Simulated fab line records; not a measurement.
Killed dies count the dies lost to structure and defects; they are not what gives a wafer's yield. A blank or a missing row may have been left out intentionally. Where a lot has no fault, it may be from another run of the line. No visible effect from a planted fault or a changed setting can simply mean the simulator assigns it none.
Matching of chambers	flow berkeley-cmos170	UCB170_V2_ETCH_14 on rie-diel-04 has 4 sister chambers
The step etches SiO2 in CHF3/CF4/Ar, stops on Al, target depth 1250 nm, time 291 s. 8 wafers are shown with their chamber, then 7 later ones without.

## WAFERS, EACH WITH ITS CHAMBER
wafer	chamber	drypump-motor-current-A (A)	throttle-valve-pct (%)
L927.5	3	5.44	7.11
L926.4	2	5.89	7.07
L929.4	3	5.44	7.11
L929.6	0	5.35	7.00
L934.5	1	5.95	7.04
L934.6	0	5.34	7.00
L940.1	1	5.93	7.03
L940.3	2	5.90	7.07

## WAFERS WHOSE CHAMBER IS MISSING
wafer	drypump-motor-current-A (A)	throttle-valve-pct (%)
L940.6	5.94	7.01
L943.1	5.34	7.02
L943.2	5.47	7.10
L943.6	5.94	7.02
L949.3	5.45	7.11
L949.5	5.90	7.08
L949.6	5.94	7.01

## WHICH CHAMBER EACH WENT THROUGH
wafer	from the rows above	in truth
L940.6	1	1
L943.1	0	0
L943.2	3	3
L943.6	1	1
L949.3	3	3
L949.5	2	2
L949.6	1	1
Placed correctly: 7 of 7. Left unplaced by these rows: 0. Wrongly placed: 0.
How it was worked out, from the rows above alone: a wafer's distance from a chamber is the root of the sum, over the readings, of the square of ((its reading less the chamber's mean) divided by the reading's scatter). The wafer belongs to the nearest chamber; if the next one is less than 2 further off, it can't be placed. Each chamber's mean is taken over the wafers shown for it. The scatter is the square root of a quotient: the sum, over the shown wafers, of each reading's squared deviation from its chamber's mean, divided by wafers minus chambers.
